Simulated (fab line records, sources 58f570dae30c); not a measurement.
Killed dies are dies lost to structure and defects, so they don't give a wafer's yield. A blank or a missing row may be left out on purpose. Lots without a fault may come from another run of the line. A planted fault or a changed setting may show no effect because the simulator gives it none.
Problem report in the 8D (eight disciplines) form, filled by code | flow berkeley_cmos170 | the parts of the form that need people (team, actions taken, sign-off) are left out

1. THE PROBLEM
ACTIVE_NITRIDE_THK at UCB170_ACTIVE_THK_MEAS_06 reads a mean of 178.6 nm on 9 wafers of 3 lots; wafers without a fault read 221.5 nm with a standard deviation of 1.5. That is -29 standard deviations from the usual mean.
First seen on wafer L701.2, day 5 23:08, on film_metro-01. The record holds 45 wafers of 15 lots with a number at this step. Rule for "out", or "out of limits": more than 4 standard deviations from the usual mean. The other wafers with a number count as sound.

2. WHAT IT IS AND WHAT IT IS NOT
question                    | is                                          | is not
which readings at this step | ACTIVE_NITRIDE_THK                          | -
which lots                  | L701, L702, L703                            | L696, L697, L698, L699, L700, L704, L708, L710, L712, L717, L718, L719
which wafers of those lots  | all that have a number                      | -
read on which gauges        | film_metro-01, film_metro-02, film_metro-04 | -
when                        | from day 5 23:08                            | up to then (15 sound wafers); but 21 sound wafers of L704, L708, L710, L712, L717, L718, L719 came after

3. SUSPECTS, AND WHAT RULES EACH OUT
Counting: a tool at a process step up to the reading stays a suspect if it ran every lot that is out and no sound lot after the first of them.
- the gauge at UCB170_ACTIVE_THK_MEAS_06: ruled out. The wafers that are out were read on 3 gauges (film_metro-01, film_metro-02, film_metro-04).
- lpcvd-02 at UCB170_ACTIVE_CVD_05 (deposits Si3N4 from SiH2Cl2/NH3, target thk 220 nm, time 3300 s): ruled out as a lasting fault. Sound lots L717, L718 ran on it after its first lot that is out, L701 (day 5 21:13).
Left after counting: nothing in the record.

4. THE CAUSE (what the simulator had put in)
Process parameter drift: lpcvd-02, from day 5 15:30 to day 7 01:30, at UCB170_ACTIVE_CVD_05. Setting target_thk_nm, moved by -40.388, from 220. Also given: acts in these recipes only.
Counting ruled it out, wrongly: the rule takes a fault to strike every lot that its tool runs from its start on, and this one did not.

5. THE CHAIN OF EFFECTS, in route order
Each row: a reading whose mean over the struck wafers that have a number lies more than 3 standard deviations from the usual. Only readings for which the record gives a usual standard deviation are gone through. hours: the time from each lot's start at the first step in this table that gives one to its start at this step, as a median over the lots. sigmas: the change in usual standard deviations.
hours | step                      | reading            | usual      | on struck wafers | change | sigmas
0     | UCB170_ACTIVE_THK_MEAS_06 | ACTIVE_NITRIDE_THK | 221.5 nm   | 178.6            | -42.9  | -29
1     | UCB170_ACTIVE_ETCH_15     | oes_product_au     | 0.944 a.u. | 0.835            | -0.109 | -9.1
The process steps in it:
- UCB170_ACTIVE_ETCH_15: etches Si3N4 in CH3F/Ar/O2, stops on SiO2, target depth 242 nm, time 151 s.

6. WHAT WOULD HAVE CAUGHT IT SOONER
In this record the first reading out of limits at a measuring or inspecting step was taken at day 5 23:08, 8 hours after the fault began at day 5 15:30.
Of the tool readings at UCB170_ACTIVE_CVD_05 for which the record gives a usual standard deviation, none was out on any struck wafer, so an alarm limit of 4 standard deviations on them would not have fired.
